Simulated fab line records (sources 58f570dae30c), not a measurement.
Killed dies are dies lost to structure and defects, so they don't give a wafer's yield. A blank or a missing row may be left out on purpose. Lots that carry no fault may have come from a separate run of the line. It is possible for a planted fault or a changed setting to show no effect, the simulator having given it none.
Matching of chambers	flow berkeley_cmos170	UCB170_GATE_ETCH_15 on rie_si-01: 4 sister chambers
The step etches poly-Si in HBr/Cl2, stops on SiO2, time 56.3 s, target depth 278.2 nm. 4 wafers are shown with their chamber, then 10 later ones without.

WAFERS PAIRED WITH THEIR CHAMBERS
wafer	chamber	drypump_motor_current_A (A)
L813.4	2	6.3
L814.4	1	6.1
L818.1	0	5.4
L818.2	3	5.1

WAFERS WHOSE CHAMBER IS MISSING
wafer	drypump_motor_current_A (A)
L818.6	6.3
L823.2	5.1
L823.5	6.3
L823.6	6.1
L824.2	6.1
L824.3	5.1
L824.5	5.2
L825.1	6.1
L825.2	5.4
L825.6	5.1

THE CHAMBER EACH PASSED THROUGH
wafer	from the rows above	in truth
L818.6	2	2
L823.2	3	3
L823.5	2	2
L823.6	1	1
L824.2	1	1
L824.3	3	3
L824.5	3	3
L825.1	1	1
L825.2	0	0
L825.6	3	3
Placed correctly: 10 of 10. Not placeable from these rows: 0. Number placed wrongly: 0.
How it was worked out, from the rows above alone: a wafer's distance from a chamber is the root of the sum, over the readings, of the square of ((its reading less the chamber's mean) divided by the reading's scatter). The wafer belongs to the nearest chamber; if the next one is less than 2 further off, it can't be placed. Each chamber's mean is taken over the wafers shown for it. The scatter: with one shown wafer a chamber, the root of the mean of the squares of how far each hidden wafer lies from its nearest shown one.
